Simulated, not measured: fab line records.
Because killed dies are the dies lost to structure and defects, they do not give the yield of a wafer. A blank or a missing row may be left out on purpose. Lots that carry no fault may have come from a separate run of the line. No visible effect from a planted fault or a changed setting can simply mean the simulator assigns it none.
2 desks, one fault	flow berkeley-cmos170	what lay behind the numbers comes last; until then each desk has only its own

## FROM THE METROLOGY DESK
What the gauges read for every lot (on any tool): the sampled wafers with a number, averaged. If a lot's mean is further than 4 standard deviations from the usual mean, the lot is out of limits and carries the mark OUT (the distance appears in the brackets).
Columns: A = PVT_TW at UCB170_PVT_TW_MEAS_09, usual 506
lot	first seen here	A
L265	day 5 14:16	500
L266	day 5 14:23	508
L268	day 5 18:01	510
L267	day 5 18:26	509
L273	day 7 04:51	508
L272	day 7 04:53	501
L274	day 7 16:35	502
L275	day 7 21:09	502
L277	day 8 13:26	506
L278	day 8 14:13	503
L281	day 9 03:49	502
L280	day 9 04:05	503
L285	day 10 03:26	514
L288	day 10 15:41	504
This desk's verdict: no lot among the 14 shows anything out of limits.

## FOR THE TOOL OWNER'S DESK: litho-track-04
The tool's own readings at UCB170_NLDD_COAT_01 (resist thk 900 nm): means of the sampled wafers that have a number, for each lot that ran on this tool. If a lot's mean is further than 4 standard deviations from the usual mean, the lot is out of limits and carries the mark OUT (the distance appears in the brackets).
Columns: A = resist-line-temp-C at UCB170_NLDD_COAT_01, usual 22.98 C
lot	first seen here	A
L268	day 6 09:17	23.11
L265	day 6 09:46	22.80
L273	day 7 21:48	23.10
L272	day 7 22:22	23.11
This desk's verdict: no lot among the 4 shows anything out of limits.

## PUT TOGETHER
From the metrology desk's view, nothing was out of limits.
Nothing out of limits was seen by the tool owner's desk.

## WHAT THE SIMULATOR HAD PUT IN
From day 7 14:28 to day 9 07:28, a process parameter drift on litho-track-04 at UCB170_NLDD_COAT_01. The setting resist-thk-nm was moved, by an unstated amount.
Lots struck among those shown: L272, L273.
